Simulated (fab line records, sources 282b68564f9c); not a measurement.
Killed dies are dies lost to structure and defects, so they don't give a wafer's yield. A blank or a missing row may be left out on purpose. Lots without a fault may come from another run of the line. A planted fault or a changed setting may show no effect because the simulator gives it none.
A struck lot beside a sound one | flow rit_cmos | 44 steps out of a route of 202
Sound: wafers L462.1, L462.3, L462.5. Struck: wafers L448.1, L448.3, L448.5. The cause comes at the end.
At each step with rows: each side's tool, then ch and its chambers, then its first start. Under that, the readings that differ: sound wafers | struck wafers | difference of the means | sigmas: that difference in standard deviations of wafers without a fault.
alike: readings whose means differ by less than 2 such deviations, and words and numbers that are the same on both sides. not compared: withheld readings, readings that some wafer has no value for, bounds like >300 that may hide the same value, and numbers for which the record gives no deviation and whose values overlap.
The two part at a step that has a row with sigmas, a row that says differs or no value, or rows on one side only. Numbers that don't overlap but have no deviation are shown without sigmas and don't part them. A reading that every wafer of one side lacks parts them only if that side has two wafers or more.

first, 4 steps without rows for these wafers: RIT_PLDD_SOFTBAKE_02 (time 60 s); RIT_PLDD_EXPOSE_03 (exposes mask M8, target cd 40900 nm); RIT_PLDD_PEB_04; RIT_PLDD_DEVELOP_05 (develop time 50 s).
RIT_PLDD_OVL_MEAS_06:
  sound on overlay-02, day 6 15:30; struck on overlay-02, day 3 16:14
  reading       | sound       | struck         | difference | sigmas
  PLDD_OVL (nm) | 2.0 0.7 0.6 | -3.4 -3.0 -1.3 | -3.7       | -3
then, 2 steps without rows for these wafers: RIT_PLDD_HARDBAKE_07 (time 60 s); RIT_PLDD_IMPLANT_08.
RIT_PLDD_STRIP_09: strips in O2, time 180 s.
  sound on plasma_asher-04 ch 0,1, day 6 15:50; struck on plasma_asher-01 ch 0,1, day 3 16:35
  alike: drypump_motor_current_A
  not compared: rf_hours_counter_h
RIT_PLDD_TW_MEAS_10:
  sound on film_metro-02, day 6 16:01; struck on film_metro-03, day 3 16:45
  alike: PLDD_TW
then, 3 steps without rows for these wafers: RIT_SPACER_CLEAN_00 (cleans in SC1, time 600 s); RIT_SPACER_CLEAN_01 (cleans in dHF, time 30 s); RIT_SPACER_CLEAN_02 (cleans in SC2, time 600 s).
RIT_SPACER_CVD_03: deposits Si3N4 from SiH2Cl2/NH3, target thk 250 nm, time 3300 s.
  sound on lpcvd-01 ch 0, day 6 16:26; struck on lpcvd-02 ch 1, day 3 17:32
  reading                                  | sound             | struck            | difference | sigmas
  sih2cl2_flow_sccm (sccm)                 | 59.91 60.13 59.89 | 90.23 90.21 90.06 | +30.19     | +99 or more
  model.Si3N4_of_SPACER_CVD_03.thk_nm (nm) | 247.2 248.5 246.2 | 279.5 279.6 278.3 | +31.8      |
  alike: spike_tc_source_C, susceptor_temp_C
RIT_SPACER_THK_MEAS_04:
  sound on film_metro-03, day 6 18:22; struck on film_metro-03, day 3 19:27
  reading                 | sound             | struck            | difference | sigmas
  SPACER_NITRIDE_THK (nm) | 247.2 248.7 246.3 | 279.6 279.5 278.5 | +31.8      | +15
RIT_SPACER_ETCHBACK_05: etches Si3N4 in SF6/CHF3, stops on SiO2, target depth 250 nm, time 240 s.
  sound on rie_diel-03 ch 0,2,3, day 6 18:25; struck on rie_diel-03 ch 0,1,3, day 3 19:31
  reading                  | sound             | struck            | difference | sigmas
  oes_product_au (a.u.)    | 0.844 0.847 0.826 | 0.922 0.920 0.897 | +0.074     | +5
  model.etch.depth_nm (nm) | 247.2 248.5 246.2 | 279.5 279.6 278.3 | +31.8      |
  alike: drypump_motor_current_A, throttle_valve_pct
  not compared: rf_hours_counter_h
then, 6 steps without rows for these wafers: RIT_NSD_HMDS_00 (prime time 60 s); RIT_NSD_COAT_01 (resist thk 1000 nm); RIT_NSD_SOFTBAKE_02 (time 60 s); RIT_NSD_EXPOSE_03 (exposes mask M9, target cd 40700 nm); RIT_NSD_PEB_04; RIT_NSD_DEVELOP_05 (develop time 50 s).
RIT_NSD_OVL_MEAS_06:
  sound on overlay-01, day 6 19:25; struck on overlay-02, day 3 20:38
  alike: NSD_OVL
then, 2 steps without rows for these wafers: RIT_NSD_HARDBAKE_07 (time 60 s); RIT_NSD_IMPLANT_08.
RIT_NSD_STRIP_09: strips in O2, time 180 s.
  sound on plasma_asher-02 ch 1, day 6 19:45; struck on plasma_asher-02 ch 0,1, day 3 20:58
  alike: drypump_motor_current_A
  not compared: rf_hours_counter_h
RIT_NSD_TW_MEAS_10:
  sound on film_metro-02, day 6 19:56; struck on film_metro-03, day 3 21:08
  alike: NSD_TW
then, 6 steps without rows for these wafers: RIT_PSD_HMDS_00 (prime time 60 s); RIT_PSD_COAT_01 (resist thk 1000 nm); RIT_PSD_SOFTBAKE_02 (time 60 s); RIT_PSD_EXPOSE_03 (exposes mask M10, target cd 40900 nm); RIT_PSD_PEB_04; RIT_PSD_DEVELOP_05 (develop time 50 s).
RIT_PSD_OVL_MEAS_06:
  sound on overlay-01, day 6 21:01; struck on overlay-01, day 3 22:11
  alike: PSD_OVL
then, 2 steps without rows for these wafers: RIT_PSD_HARDBAKE_07 (time 60 s); RIT_PSD_IMPLANT_08.
RIT_PSD_STRIP_09: strips in O2, time 180 s.
  sound on plasma_asher-04 ch 0,1, day 6 21:23; struck on plasma_asher-01 ch 0,1, day 3 22:32
  alike: drypump_motor_current_A
  not compared: rf_hours_counter_h
RIT_PSD_TW_MEAS_10:
  sound on film_metro-03, day 6 21:33; struck on film_metro-02, day 3 22:43
  reading | sound          | struck         | difference | sigmas
  PSD_TW  | 3457 3453 3458 | 3402 3391 3411 | -55        | -2
then, 3 steps without rows for these wafers: RIT_SDANNEAL_CLEAN_00 (cleans in SC1, time 600 s); RIT_SDANNEAL_CLEAN_01 (cleans in dHF, time 29.45 s); RIT_SDANNEAL_CLEAN_02 (cleans in SC2, time 600 s).
RIT_SDANNEAL_RTA_03: time 5 s.
  sound on rtp_anneal-01 ch 0, day 6 22:01; struck on rtp_anneal-01 ch 0, day 3 23:08
  alike: chamber_o2_ppm, wafer_temp_C_max
RIT_SDANNEAL_RS_MEAS_04: measures by four-point-probe.
  sound on film_metro-04, day 6 22:04; struck on film_metro-04, day 3 23:15
  alike: PSD_RS
RIT_SILICIDE_WET_ETCH_00: etches SiO2 in BOE, target depth 14 nm, time 15 s.
  sound on wet_bench-01 ch 1, day 6 22:33; struck on wet_bench-04 ch 0, day 3 23:44
  reading                                  | sound             | struck            | difference | sigmas
  model.Si3N4_of_SPACER_CVD_03.thk_nm (nm) | 192.1 193.1 193.5 | 217.5 217.4 217.5 | +24.6      |
RIT_M1_PROBE_99:
  sound on prober-02, day 7 05:40; struck on prober-02, day 4 06:46
  reading                                       | sound                | struck               | difference | sigmas
  model.etest.nmos_0p15.r_on_ohm_um             | 1121 1099 1096       | 1032 1040 1027       | -72        |
  model.etest.pplus_sal.width_nm (nm)           | 3458 3464 3416       | 3357 3362 3369       | -83        |
  model.etest.nplus_sal.width_nm (nm)           | 3455 3453 3424       | 3351 3370 3357       | -85        |
  model.etest.nwell_pinched.rs_ohm_sq           | 337.7 339.5 333.1    | 321.8 324.1 319.8    | -14.9      |
  model.etest.contact_nplus.end_ohm_um          | 43.69 42.82 44       | 39.39 39 38.02       | -4.70      |
  model.etest.diode_nplus_comb.leak_log10_a_cm2 | -4.786 -4.778 -4.905 | -5.545 -5.638 -5.484 | -0.733     |
  alike: killed_at_front_end, killed_dies, killed_open, killed_short
  not compared: model.etest.pwell_pinched.rs_ohm_sq, model.etest.field_p_metal.vt_v

WHERE THEY PART
First at RIT_PLDD_OVL_MEAS_06; last, within this record, at RIT_PSD_TW_MEAS_10. Later steps at which nothing parts them and some readings are alike: RIT_SDANNEAL_RTA_03, RIT_SDANNEAL_RS_MEAS_04, RIT_M1_PROBE_99.

WHY: what the simulator had put in
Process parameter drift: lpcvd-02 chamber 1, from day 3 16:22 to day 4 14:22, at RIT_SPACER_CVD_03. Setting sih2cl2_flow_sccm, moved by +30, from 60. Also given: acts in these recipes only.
